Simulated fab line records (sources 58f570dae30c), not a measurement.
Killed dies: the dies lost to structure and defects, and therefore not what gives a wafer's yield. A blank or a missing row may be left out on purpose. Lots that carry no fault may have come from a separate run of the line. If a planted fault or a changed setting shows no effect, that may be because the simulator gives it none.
What tool caused it? ; flow berkeley_cmos170 ; 18 wafers from 6 lots sampled at 3 of the route's 331 steps

WHAT EACH GAUGE READ, for each wafer
UCB170_M1_RS_MEAS_01: measures by four-point-probe.
lot;measured;on;M1_AL_RS (ohm/sq)
L308;day 7 08:10;film_metro-02;0.0487 0.0487 0.0485
L314;day 8 21:01;film_metro-03;0.0487 0.0653 0.0483 0.0487 0.0654 0.0485
L318;day 9 08:55;film_metro-01;0.0487 0.0486 0.0486
L321;day 10 01:15;film_metro-03;0.0490 0.0490 0.0488
L325;day 11 07:52;film_metro-02;0.0487 0.0480 0.0484
L328;day 12 03:58;film_metro-02;0.0490 0.0491 0.0491

EACH LOT AND THE TOOL THAT RAN IT (in order: tool; ch and the chambers of the sampled wafers; start)
lot;UCB170_NWELL_STRIP_15;UCB170_M1_SPUTTER_00
L308;plasma_asher-02 ch 0,1, day 2 19:37;pvd_sputter-04, day 7 08:06
L314;plasma_asher-03 ch 0,1, day 3 21:26;pvd_sputter-04, day 8 20:57
L318;plasma_asher-02 ch 0,1, day 4 18:58;pvd_sputter-03, day 9 08:50
L321;plasma_asher-01 ch 0,1, day 5 08:37;pvd_sputter-01, day 10 01:11
L325;plasma_asher-02 ch 0,1, day 6 06:28;pvd_sputter-04, day 11 07:47
L328;plasma_asher-03 ch 0,1, day 7 02:31;pvd_sputter-04, day 12 03:54
- UCB170_NWELL_STRIP_15: strips in O2.
- UCB170_M1_SPUTTER_00: material Al, target thk 600 nm, time 80 s.

THE ANSWER, worked out from the rows above alone
Rule: what is usual is taken from the lots themselves. Put in order of their means at a reading, lots are off if they are a third of the lots or fewer, leave a main group of 4 or more, and stand apart from it by a gap of 3 or more times the standard deviation of the main group's means; of several such gaps the widest counts. A main group whose means are all the same, to the digits that the tables above print for the reading, isn't used. Also off: a lot with no number at a reading for which 4 or more lots have one. Any other lot the step has rows for is counted as sound.
Off: L314, at UCB170_M1_RS_MEAS_01 (M1_AL_RS). The main group: mean 0.0487 ohm/sq, standard deviation 0.00025.
If a tool, at a process step before that reading, ran all the lots that are off and no sound lot after the first of them, it fits. Gauges at UCB170_M1_RS_MEAS_01: tried the same way as those tools. None of those tried fits.

WHAT HAD BEEN PUT IN BY THE SIMULATOR
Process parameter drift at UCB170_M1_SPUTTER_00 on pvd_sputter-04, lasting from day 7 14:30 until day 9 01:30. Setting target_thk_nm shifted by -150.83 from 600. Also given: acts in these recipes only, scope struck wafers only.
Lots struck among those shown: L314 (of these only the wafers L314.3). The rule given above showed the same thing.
